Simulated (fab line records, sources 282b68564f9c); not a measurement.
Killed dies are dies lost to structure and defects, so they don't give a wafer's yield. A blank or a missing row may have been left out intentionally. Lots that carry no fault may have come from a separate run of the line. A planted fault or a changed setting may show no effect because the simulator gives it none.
Struck lot and sound lot, side by side :: flow rit-cmos :: 15 steps out of a route of 202
Sound: wafers L554.3, L554.5, L554.6. Struck: wafers L557.2, L557.3. (L557.6 of the same lot was not struck and is left out.) The cause comes at the end.
For every step that has rows: the tool of each side, followed by ch and its chambers, followed by its first start. Under that, the readings that differ: sound wafers :: struck wafers :: difference of the means :: sigmas: that difference in standard deviations of wafers without a fault.
alike: a reading whose means differ by less than 2 such deviations, as well as words and numbers matching on both sides. not compared: withheld readings; readings where some wafer has no value; bounds like >300 that might hide an equal value; numbers whose values overlap and for which the record gives no deviation.
The two part at a step that has a row with sigmas, a row that says differs or no value, or rows on one side only. When numbers do not overlap yet have no deviation, they are printed without sigmas and do not part them. A reading that every wafer of one side lacks parts them only if that side has two wafers or more.

RIT_CONTACT_CVD_00: deposits SiO2 from TEOS, target thk 400 nm, time 61 s.
  sound on pecvd-02 ch 1,2, day 6 16:00; struck on pecvd-02 ch 0,2, day 7 06:14
  alike: heater-power-w
RIT_CONTACT_THK_MEAS_01:
  struck on film-metro-04, day 7 06:17; sound on film-metro-01, day 6 16:04
  alike: CONTACT_TEOS_THK
then, 6 steps without rows for these wafers: RIT_CONTACT_HMDS_02 (prime time 60 s); RIT_CONTACT_COAT_03 (resist thk 1000 nm); RIT_CONTACT_SOFTBAKE_04 (time 60 s); RIT_CONTACT_EXPOSE_05 (exposes mask M11, target cd 1000 nm); RIT_CONTACT_PEB_06; RIT_CONTACT_DEVELOP_07 (develop time 120 s).
RIT_CONTACT_CD_MEAS_08: target cd 1000 nm.
  struck on cd-sem-01, day 7 07:20; sound on cd-sem-02, day 6 17:10
  alike: cd-nm
RIT_CONTACT_OVL_MEAS_09:
  struck on overlay-02, day 7 07:26; sound on overlay-01, day 6 17:15
  alike: CONTACT_OVL
then, 1 step without rows for these wafers: RIT_CONTACT_HARDBAKE_10 (time 60 s).
RIT_CONTACT_ETCH_11: etches SiO2 in CHF3/CF4/Ar, stops on TiSi2, target depth 480 nm, time 320 s.
  sound on rie-diel-01 ch 0,3, day 6 17:26; struck on rie-diel-01 ch 0,1, day 7 07:37
  alike: drypump-motor-current-A, oes-product-au, throttle-valve-pct
  not compared: rf-hours-counter-h
RIT_CONTACT_STRIP_12: strips in O2, time 180 s.
  sound on plasma-asher-04 ch 0,1, day 6 17:41; struck on plasma-asher-03 ch 1, day 7 07:49
reading: run-length-s (s)
sound: 207.8 207.9 208.0
struck: 202.0 202.5
difference: -5.7
sigmas: -14
  alike: drypump-motor-current-A
  not compared: rf-hours-counter-h
RIT_CONTACT_CD_MEAS_90: target cd 1000 nm.
  struck on cd-sem-02, day 7 08:00; sound on cd-sem-01, day 6 17:50
  alike: cd-nm
RIT_M1_PROBE_99:
  struck on prober-01, day 7 12:31; sound on prober-02, day 6 22:25
  alike: killed-at-contacts, killed-at-front-end, killed-dies, killed-open, killed-short

WHERE THEY PART
RIT_CONTACT_STRIP_12 only, going by this record. Later steps at which nothing parts them and some readings are alike: RIT_CONTACT_CD_MEAS_90, RIT_M1_PROBE_99.

WHY: what had been put in by the simulator
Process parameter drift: plasma-asher-03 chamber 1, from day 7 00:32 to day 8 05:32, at RIT_CONTACT_STRIP_12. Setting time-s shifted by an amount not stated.
